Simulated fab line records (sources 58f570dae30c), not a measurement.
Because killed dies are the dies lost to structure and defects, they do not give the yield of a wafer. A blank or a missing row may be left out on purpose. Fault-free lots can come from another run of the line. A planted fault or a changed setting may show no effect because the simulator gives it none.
fab line records	flow berkeley_cmos170
record: lots: 13	wafers: 39	last_day: 15
route steps=331 shown CONTACT@228 M2@288 V2@295
lots with no fault: from the same line, run without faults
start_h: hours from the record's opening day to when the first of the lot's shown wafers began	wait_h: hours elapsed since this lot's preceding step	" unchanged from the row above	L1.1+2: one row covering several wafers at once	- no value, or no start given	* or withheld: withheld	< > ~ a bound
route shown NAME@n: NAME is a module with steps in the file, n the number in the route of the first one	usual: mean/standard deviation taken from wafers without a fault	same: alike in all rows	chamber/n: place in a boat	sites: each site's reading	_std_site: the values' standard deviation	_edge_site: the outer-site mean with the inner-site mean subtracted	radius_mm: how far each site lies from the wafer's centre	mask NAME#n: copy n	behind: the last tool/chamber to shape the wafer	hold: reason for holding the lot/hours on hold/outcome of the hold	device: whichever transistor did not switch (one of n, p or np)	end of line: the tests these same wafers got at the end of their route	a step with no rows: only its recipe	killed: at the first sort, the dies lost to defects and structure; wafer yield is something else	map: shows each die of a wafer: x if killed, . if not, _ if none is there
set.NAME: the run value of the setting; set.NAME@STEP: its run value at that earlier step	model.NAME: the simulator's own value behind a step, which no gauge read
steps of the route over a sample of lots; a table a step, a row a wafer
services: a tool's chamber out of use, with start hour (start_h, from the record's first day; less than 0 if before it), hours out, and reason
== steps ==
step: UCB170_CONTACT_EXPOSE_12
recipe: mask_id: CONT	target_cd_nm: 700	na: 0.5	sigma_outer: 0.6	source_shape: conventional	dose_mj: 35
usual: reticle_temp_C: 22.99/0.11	stage_vel_mm_s: 500.03/0.23
lot.wafer	tool	chamber	start_h	wait_h	mask	reticle_temp_C	stage_vel_mm_s
L904.2	krf_scanner-01	0	180.48	-	CONT#0	22.89	500.75
L904.3	"	0	"	"	CONT#0	22.96	500.22
L904.4	"	0	"	"	CONT#0	22.93	500.33
L903.1	krf_scanner-01	0	182.74	-	CONT#0	22.84	499.83
L903.4	"	0	"	"	CONT#0	23.12	499.97
L903.6	"	0	"	"	CONT#0	22.89	500.00
L905.2	krf_scanner-02	0	194.83	-	CONT#0	22.90	499.97
L905.4	"	0	"	"	CONT#0	22.90	500.24
L905.5	"	0	"	"	CONT#0	23.02	499.57
L908.2	krf_scanner-02	0	211.50	-	CONT_R1#0	23.00	500.19
L908.5	"	0	"	"	CONT_R1#0	22.93	500.09
L908.6	"	0	"	"	CONT_R1#0	23.06	500.03
L916.1	krf_scanner-02	0	249.58	-	CONT#0	23.00	500.14
L916.2	"	0	"	"	CONT#0	22.93	499.81
L916.4	"	0	"	"	CONT#0	22.82	500.18
L919.2	krf_scanner-01	0	274.59	-	CONT#0	23.02	500.44
L919.5	"	0	"	"	CONT#0	22.98	500.38
L919.6	"	0	"	"	CONT#0	22.89	500.06
L920.2	krf_scanner-01	0	276.37	-	CONT#0	23.07	499.45
L920.3	"	0	"	"	CONT#0	23.05	500.33
L920.4	"	0	"	"	CONT#0	23.06	499.75
L917.2	krf_scanner-02	0	276.61	-	CONT#0	22.99	499.92
L917.3	"	0	"	"	CONT#0	23.00	500.16
L917.4	"	0	"	"	CONT#0	23.01	500.17
L918.3	krf_scanner-02	0	276.84	-	CONT#0	22.92	500.52
L918.4	"	0	"	"	CONT#0	22.99	500.09
L918.5	"	0	"	"	CONT#0	23.01	500.31
L921.2	krf_scanner-01	0	277.67	-	CONT#0	22.95	500.04
L921.4	"	0	"	"	CONT#0	23.01	500.22
L921.5	"	0	"	"	CONT#0	22.96	499.73
L922.1	krf_scanner-01	0	278.31	-	CONT#0	23.05	499.82
L922.2	"	0	"	"	CONT#0	23.05	499.99
L922.5	"	0	"	"	CONT#0	23.01	500.37
L924.3	krf_scanner-02	0	317.43	-	CONT#0	23.18	499.88
L924.5	"	0	"	"	CONT#0	23.05	500.00
L924.6	"	0	"	"	CONT#0	23.04	499.98
L925.1	krf_scanner-02	0	327.97	-	CONT#0	23.16	499.91
L925.5	"	0	"	"	CONT#0	22.95	499.88
L925.6	"	0	"	"	CONT#0	23.08	499.99
step: UCB170_CONTACT_CD_MEAS_15
recipe: target_cd_nm: 700
usual: cd_nm: 700.3/1.4
lot.wafer	tool	chamber	start_h	wait_h	cd_nm
L904.2	cd_sem-01	-	180.88	-	702.7
L904.3	"	-	"	"	702.0
L904.4	"	-	"	"	703.2
L903.1	cd_sem-01	-	183.13	-	698.8
L903.4	"	-	"	"	699.4
L903.6	"	-	"	"	699.3
L905.2	cd_sem-02	-	195.26	-	702.3
L905.4	"	-	"	"	700.9
L905.5	"	-	"	"	700.7
L908.2	cd_sem-02	-	212.05	-	750.8
L908.5	"	-	"	"	749.6
L908.6	"	-	"	"	749.9
L916.1	cd_sem-01	-	249.97	-	703.0
L916.2	"	-	"	"	703.3
L916.4	"	-	"	"	701.2
L919.2	cd_sem-02	-	274.98	-	698.1
L919.5	"	-	"	"	698.7
L919.6	"	-	"	"	697.9
L920.2	cd_sem-02	-	276.76	-	701.2
L920.3	"	-	"	"	700.6
L920.4	"	-	"	"	702.1
L917.2	cd_sem-01	-	277.03	-	700.7
L917.3	"	-	"	"	700.4
L917.4	"	-	"	"	701.5
L918.3	cd_sem-02	-	277.23	-	699.7
L918.4	"	-	"	"	700.5
L918.5	"	-	"	"	698.4
L921.2	cd_sem-02	-	278.06	-	698.7
L921.4	"	-	"	"	698.7
L921.5	"	-	"	"	697.9
L922.1	cd_sem-01	-	278.77	-	699.7
L922.2	"	-	"	"	699.0
L922.5	"	-	"	"	699.6
L924.3	cd_sem-02	-	318.35	-	699.3
L924.5	"	-	"	"	700.2
L924.6	"	-	"	"	699.9
L925.1	cd_sem-02	-	328.67	-	699.8
L925.5	"	-	"	"	699.8
L925.6	"	-	"	"	699.1
step: UCB170_M2_ETCH_17
recipe: chemistry: N2/H2	target_depth_a: withheld	overetch_a: withheld	target: BARC	time_s: withheld	source_w: 500	bias_w: 100	pressure_mtorr: 30	n2_flow_sccm: 100	h2_flow_sccm: 200
usual: drypump_motor_current_A: 5.7/0.31	oes_product_au: 0.991/0.02	throttle_valve_pct: 13.38/0.17
lot.wafer	tool	chamber	start_h	wait_h	drypump_motor_current_A	oes_product_au	throttle_valve_pct
L904.2	rie_diel-01	2	190.13	0.0	5.4	0.973	13.25
L904.3	"	1	"	"	6.1	0.980	13.45
L904.4	"	1	"	"	6.0	0.978	13.45
L903.1	rie_diel-01	2	192.76	0.0	5.4	0.984	13.24
L903.4	"	1	"	"	6.1	0.979	13.45
L903.6	"	2	"	"	5.4	0.979	13.27
L905.2	rie_diel-03	1	204.29	0.0	6.0	1.008	13.51
L905.4	"	3	"	"	5.3	0.987	13.65
L905.5	"	3	"	"	5.3	0.985	13.64
L908.2	rie_diel-01	3	221.74	0.0	5.8	1.000	13.14
L908.5	"	2	"	"	5.4	0.982	13.25
L908.6	"	3	"	"	5.8	1.011	13.13
L916.1	rie_diel-02	1	259.10	0.0	6.4	0.975	13.40
L916.2	"	2	"	"	6.0	1.008	13.50
L916.4	"	0	"	"	5.5	0.996	13.33
L919.2	rie_diel-01	3	300.38	0.0	5.8	0.992	13.14
L919.5	"	0	"	"	5.6	0.957	13.62
L919.6	"	1	"	"	6.0	0.980	13.45
L920.2	rie_diel-03	0	306.11	0.0	5.6	1.032	13.15
L920.3	"	3	"	"	5.3	0.999	13.65
L920.4	"	2	"	"	5.6	1.022	13.27
L917.2	rie_diel-02	2	306.62	0.0	6.0	0.995	13.48
L917.3	"	1	"	"	6.3	0.964	13.40
L917.4	"	2	"	"	6.0	1.003	13.49
L918.3	rie_diel-01	2	306.83	0.0	5.4	0.974	13.26
L918.4	"	0	"	"	5.6	0.968	13.62
L918.5	"	0	"	"	5.6	0.964	13.62
L921.2	rie_diel-03	1	306.95	0.0	6.1	1.011	13.50
L921.4	"	2	"	"	5.6	1.030	13.27
L921.5	"	3	"	"	5.3	0.990	13.64
L922.1	rie_diel-01	1	307.23	0.0	6.1	0.977	13.44
L922.2	"	2	"	"	5.4	0.974	13.24
L922.5	"	1	"	"	6.0	0.977	13.46
L924.3	rie_diel-02	2	329.56	0.0	6.0	1.005	13.49
L924.5	"	1	"	"	6.4	0.975	13.39
L924.6	"	2	"	"	6.0	1.006	13.50
L925.1	rie_diel-03	3	342.07	0.0	5.3	0.994	13.64
L925.5	"	2	"	"	5.6	1.013	13.27
L925.6	"	3	"	"	5.3	0.999	13.65
step: UCB170_V2_BOW_MEAS_03
recipe: mode: bow
usual: V2_BOW: 36/6.7
lot.wafer	tool	chamber	start_h	wait_h	V2_BOW[um]
L904.2	film_metro-01	-	191.18	0.2	38
L904.3	"	-	"	"	49
L904.4	"	-	"	"	44
L903.1	film_metro-03	-	193.73	0.1	41
L903.4	"	-	"	"	40
L903.6	"	-	"	"	33
L905.2	film_metro-03	-	205.27	0.2	29
L905.4	"	-	"	"	38
L905.5	"	-	"	"	37
L908.2	film_metro-03	-	222.73	0.1	31
L908.5	"	-	"	"	36
L908.6	"	-	"	"	44
L916.1	film_metro-02	-	260.07	0.1	38
L916.2	"	-	"	"	38
L916.4	"	-	"	"	52
L919.2	film_metro-02	-	301.36	0.2	29
L919.5	"	-	"	"	36
L919.6	"	-	"	"	34
L920.2	film_metro-03	-	307.09	0.2	40
L920.3	"	-	"	"	44
L920.4	"	-	"	"	34
L917.2	film_metro-03	-	307.61	0.1	48
L917.3	"	-	"	"	42
L917.4	"	-	"	"	43
L918.3	film_metro-02	-	307.87	0.2	34
L918.4	"	-	"	"	25
L918.5	"	-	"	"	37
L921.2	film_metro-03	-	308.13	0.2	37
L921.4	"	-	"	"	28
L921.5	"	-	"	"	28
L922.1	film_metro-02	-	308.23	0.3	39
L922.2	"	-	"	"	33
L922.5	"	-	"	"	36
L924.3	film_metro-01	-	330.56	0.1	34
L924.5	"	-	"	"	15
L924.6	"	-	"	"	40
L925.1	film_metro-01	-	343.04	0.1	31
L925.5	"	-	"	"	36
L925.6	"	-	"	"	32
step: UCB170_V2_THK_MEAS_04
recipe: reads: SiO2_of_V2_CVD_00
usual: V2_POLISHED_THK: 1000.2/1.2
lot.wafer	tool	chamber	start_h	wait_h	V2_POLISHED_THK[nm]
L904.2	film_metro-01	-	191.29	0.1	1000.0
L904.3	"	-	"	"	1001.0
L904.4	"	-	"	"	999.4
L903.1	film_metro-03	-	193.85	0.1	999.1
L903.4	"	-	"	"	1001.4
L903.6	"	-	"	"	1001.2
L905.2	film_metro-03	-	205.38	0.1	996.5
L905.4	"	-	"	"	998.7
L905.5	"	-	"	"	998.7
L908.2	film_metro-03	-	222.84	0.1	1000.2
L908.5	"	-	"	"	999.8
L908.6	"	-	"	"	998.9
L916.1	film_metro-02	-	260.19	0.1	1000.3
L916.2	"	-	"	"	1001.2
L916.4	"	-	"	"	1000.8
L919.2	film_metro-02	-	301.47	0.1	1002.0
L919.5	"	-	"	"	1001.6
L919.6	"	-	"	"	1000.3
L920.2	film_metro-03	-	307.20	0.1	999.0
L920.3	"	-	"	"	1000.2
L920.4	"	-	"	"	999.8
L917.2	film_metro-03	-	307.72	0.1	999.3
L917.3	"	-	"	"	1000.4
L917.4	"	-	"	"	999.5
L918.3	film_metro-02	-	307.97	0.1	1000.1
L918.4	"	-	"	"	1000.7
L918.5	"	-	"	"	1001.3
L921.2	film_metro-03	-	308.24	0.1	998.4
L921.4	"	-	"	"	999.5
L921.5	"	-	"	"	999.2
L922.1	film_metro-02	-	308.35	0.1	999.5
L922.2	"	-	"	"	1000.4
L922.5	"	-	"	"	1001.1
L924.3	film_metro-01	-	330.66	0.1	1001.9
L924.5	"	-	"	"	1000.9
L924.6	"	-	"	"	1001.0
L925.1	film_metro-01	-	343.16	0.1	1000.3
L925.5	"	-	"	"	1002.1
L925.6	"	-	"	"	998.6
== services ==
tool	chamber	start_h	hours	kind
krf_scanner-02	-	163.75	1.0	pm
rie_diel-03	0	166.88	1.8	repair
rie_diel-01	3	184.13	-	clean
rie_diel-01	3	184.13	20.1	scheduled_down
rie_diel-01	3	184.13	20.1	vent_cycle
krf_scanner-01	-	197.45	1.3	pm
rie_diel-01	0	217.39	13.7	repair
rie_diel-03	-	229.82	0.4	repair
krf_scanner-01	-	232.98	0.8	pm
krf_scanner-02	-	235.56	1.3	pm
rie_diel-02	0	237.11	4.2	repair
rie_diel-02	1	237.38	7.9	repair
rie_diel-03	-	245.19	0.4	repair
krf_scanner-02	-	254.83	4.0	pm
krf_scanner-02	-	261.99	0.8	pm
krf_scanner-01	-	269.50	1.0	pm
rie_diel-02	1	285.86	8.1	repair
rie_diel-03	-	300.44	0.7	repair
krf_scanner-01	-	301.02	1.6	repair
rie_diel-02	3	304.69	6.7	repair
rie_diel-02	2	308.51	3.0	repair
rie_diel-02	-	311.70	1.1	repair
krf_scanner-01	-	316.57	3.2	repair
krf_scanner-02	-	332.75	1.0	pm
== key ==
first_sign: step: UCB170_CONTACT_EXPOSE_12	reading: mask	direction: changed
effect: step: UCB170_CONTACT_CD_MEAS_15	reading: cd_nm	direction: up	sigmas: 36	usual: 700.3	struck: 750.1
met_at UCB170_CONTACT_EXPOSE_12
struck_lots L908
tester_left_out L908
not_acting_at UCB170_M2_ETCH_17,UCB170_V2_BOW_MEAS_03,UCB170_V2_THK_MEAS_04
onset_between 194.83 211.50
fault: kind: wrong_mask	tool: any	chamber: -	onset_h: 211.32	steps: UCB170_CONTACT_EXPOSE_12	aux_copy: CONT_R1#0	cd_offset_nm: 49	scope: struck_lots_only
tester_left_out: of these lots the tester's yield and bins aren't shown, on N5 and GAA mostly nor the transistor test; their killed dies are dies lost to structure and defects alone, not to doping, threshold or leakage, so they don't give the yield
